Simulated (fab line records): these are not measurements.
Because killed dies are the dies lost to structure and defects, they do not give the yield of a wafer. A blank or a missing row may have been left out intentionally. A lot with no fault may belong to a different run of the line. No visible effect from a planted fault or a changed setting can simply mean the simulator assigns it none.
Split-lot experiment / flow berkeley_cmos170 / 5 lots, 23 wafers read, on a route of 331 steps

## SPLIT DETAILS
At UCB170_CONTACT_COAT_04 (resist thk 900 nm), the setting spin_rpm was moved away from the recipe's 1500 rpm on 7 of the 23 wafers read, by -4.1% to +2.1%. All remaining wafers had this setting at the recipe value.

The reading is taken at the split's own step.

## THE READING
KrF_of_CONTACT_COAT_04.thk_nm (the simulator's own value, which no gauge read), in nm, at UCB170_CONTACT_COAT_04 (resist thk 900 nm). There is no usual value for it anywhere in the file. The 16 wafers here that ran the recipe average 900.5 nm, standard deviation 2.1 nm.

wafer=L078.1; tool, chamber at the split=litho_track-01, 0; spin_rpm as run, rpm=1500; against the recipe=recipe; KrF_of_CONTACT_COAT_04.thk_nm, nm=901.3; against lot-mates on the recipe=-
wafer=L078.2; tool, chamber at the split=litho_track-01, 0; spin_rpm as run, rpm=1438; against the recipe=-4.1%; KrF_of_CONTACT_COAT_04.thk_nm, nm=920.5; against lot-mates on the recipe=+17.7
wafer=L078.3; tool, chamber at the split=litho_track-01, 0; spin_rpm as run, rpm=1438; against the recipe=-4.1%; KrF_of_CONTACT_COAT_04.thk_nm, nm=921.2; against lot-mates on the recipe=+18.4
wafer=L078.4; tool, chamber at the split=litho_track-01, 0; spin_rpm as run, rpm=1500; against the recipe=recipe; KrF_of_CONTACT_COAT_04.thk_nm, nm=904.6; against lot-mates on the recipe=-
wafer=L078.6; tool, chamber at the split=litho_track-01, 0; spin_rpm as run, rpm=1500; against the recipe=recipe; KrF_of_CONTACT_COAT_04.thk_nm, nm=902.6; against lot-mates on the recipe=-
wafer=L079.2; tool, chamber at the split=litho_track-03, 0; spin_rpm as run, rpm=1500; against the recipe=recipe; KrF_of_CONTACT_COAT_04.thk_nm, nm=897.4; against lot-mates on the recipe=-
wafer=L079.3; tool, chamber at the split=litho_track-03, 0; spin_rpm as run, rpm=1500; against the recipe=recipe; KrF_of_CONTACT_COAT_04.thk_nm, nm=900.9; against lot-mates on the recipe=-
wafer=L079.6; tool, chamber at the split=litho_track-03, 0; spin_rpm as run, rpm=1500; against the recipe=recipe; KrF_of_CONTACT_COAT_04.thk_nm, nm=897.5; against lot-mates on the recipe=-
wafer=L081.1; tool, chamber at the split=litho_track-02, 0; spin_rpm as run, rpm=1500; against the recipe=recipe; KrF_of_CONTACT_COAT_04.thk_nm, nm=898.3; against lot-mates on the recipe=-
wafer=L081.2; tool, chamber at the split=litho_track-02, 0; spin_rpm as run, rpm=1500; against the recipe=recipe; KrF_of_CONTACT_COAT_04.thk_nm, nm=898.4; against lot-mates on the recipe=-
wafer=L081.3; tool, chamber at the split=litho_track-02, 0; spin_rpm as run, rpm=1500; against the recipe=recipe; KrF_of_CONTACT_COAT_04.thk_nm, nm=902.9; against lot-mates on the recipe=-
wafer=L081.5; tool, chamber at the split=litho_track-02, 0; spin_rpm as run, rpm=1500; against the recipe=recipe; KrF_of_CONTACT_COAT_04.thk_nm, nm=901.6; against lot-mates on the recipe=-
wafer=L081.6; tool, chamber at the split=litho_track-02, 0; spin_rpm as run, rpm=1500; against the recipe=recipe; KrF_of_CONTACT_COAT_04.thk_nm, nm=900.7; against lot-mates on the recipe=-
wafer=L084.1; tool, chamber at the split=litho_track-03, 0; spin_rpm as run, rpm=1531; against the recipe=+2.1%; KrF_of_CONTACT_COAT_04.thk_nm, nm=891; against lot-mates on the recipe=-8.2
wafer=L084.2; tool, chamber at the split=litho_track-03, 0; spin_rpm as run, rpm=1500; against the recipe=recipe; KrF_of_CONTACT_COAT_04.thk_nm, nm=899.9; against lot-mates on the recipe=-
wafer=L084.4; tool, chamber at the split=litho_track-03, 0; spin_rpm as run, rpm=1500; against the recipe=recipe; KrF_of_CONTACT_COAT_04.thk_nm, nm=898.5; against lot-mates on the recipe=-
wafer=L084.5; tool, chamber at the split=litho_track-03, 0; spin_rpm as run, rpm=1531; against the recipe=+2.1%; KrF_of_CONTACT_COAT_04.thk_nm, nm=893.2; against lot-mates on the recipe=-6.0
wafer=L084.6; tool, chamber at the split=litho_track-03, 0; spin_rpm as run, rpm=1531; against the recipe=+2.1%; KrF_of_CONTACT_COAT_04.thk_nm, nm=891.3; against lot-mates on the recipe=-7.9
wafer=L085.1; tool, chamber at the split=litho_track-03, 0; spin_rpm as run, rpm=1438; against the recipe=-4.1%; KrF_of_CONTACT_COAT_04.thk_nm, nm=918; against lot-mates on the recipe=+16.7
wafer=L085.2; tool, chamber at the split=litho_track-03, 0; spin_rpm as run, rpm=1500; against the recipe=recipe; KrF_of_CONTACT_COAT_04.thk_nm, nm=902.3; against lot-mates on the recipe=-
wafer=L085.3; tool, chamber at the split=litho_track-03, 0; spin_rpm as run, rpm=1438; against the recipe=-4.1%; KrF_of_CONTACT_COAT_04.thk_nm, nm=917.6; against lot-mates on the recipe=+16.3
wafer=L085.4; tool, chamber at the split=litho_track-03, 0; spin_rpm as run, rpm=1500; against the recipe=recipe; KrF_of_CONTACT_COAT_04.thk_nm, nm=899.1; against lot-mates on the recipe=-
wafer=L085.6; tool, chamber at the split=litho_track-03, 0; spin_rpm as run, rpm=1500; against the recipe=recipe; KrF_of_CONTACT_COAT_04.thk_nm, nm=902.4; against lot-mates on the recipe=-

FIT RESULTS
A straight line over all 23 wafers: KrF_of_CONTACT_COAT_04.thk_nm changes by -4.48 nm for each +1% of spin_rpm; r = -0.97; the points scatter about the line by 2 nm.
The same after taking each lot's own level away (the mean of its wafers on the recipe; 23 wafers): -4.05 nm for each +1%; r = -0.98; scatter 1.5 nm.
According to that fit, moving spin_rpm by its largest amount changes the reading by 17 nm.
Measured against the standard deviation above, the lots' own levels, which go from 898.60 to 902.83 nm, span 2.0 times it.
So the slope is not independent of the lot-to-lot level: the two fits are not the same.
Check: with one of the wafers moved furthest among these (-4.1%) left out of the fit, the line predicts +16.8 nm for it against its lot-mates. Against them it came out at +17.7 nm.

## THESE WAFERS: OTHER SPLITS
These wafers also went through other splits before the reading. Each is held against what the fit with the lots' levels taken away leaves over:
other split on the same wafers=UCB170_PSD_IMPLANT_08 dose_cm2; wafers away from the commonest value=7; r with KrF_of_CONTACT_COAT_04.thk_nm (lot level and that fit taken away)=-0.13
other split on the same wafers=UCB170_NSD_IMPLANT_08 energy_kev; wafers away from the commonest value=11; r with KrF_of_CONTACT_COAT_04.thk_nm (lot level and that fit taken away)=+0.26
other split on the same wafers=UCB170_BACKSIDE_STRIP_03 power_w; wafers away from the commonest value=10; r with KrF_of_CONTACT_COAT_04.thk_nm (lot level and that fit taken away)=+0.15

## THE WHOLE CHAIN: every reading that the file lists as answering this split, in the file's order
step=UCB170_CONTACT_COAT_04; what it does=resist thk 900 nm; reading=KrF_of_CONTACT_COAT_04.thk_nm (the simulator's own value, which no gauge read); change (the file's fit)=-4.11 nm for each +1% of the setting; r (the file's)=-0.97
step=UCB170_CONTACT_STRIP_06; what it does=strips in O2; reading=strip_time_to_endpoint_s; change (the file's fit)=withheld for each +1% of the setting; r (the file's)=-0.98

## FILE'S OWN FIT
KrF_of_CONTACT_COAT_04.thk_nm changes by -4.11 nm for each +1% of spin_rpm, r = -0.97.
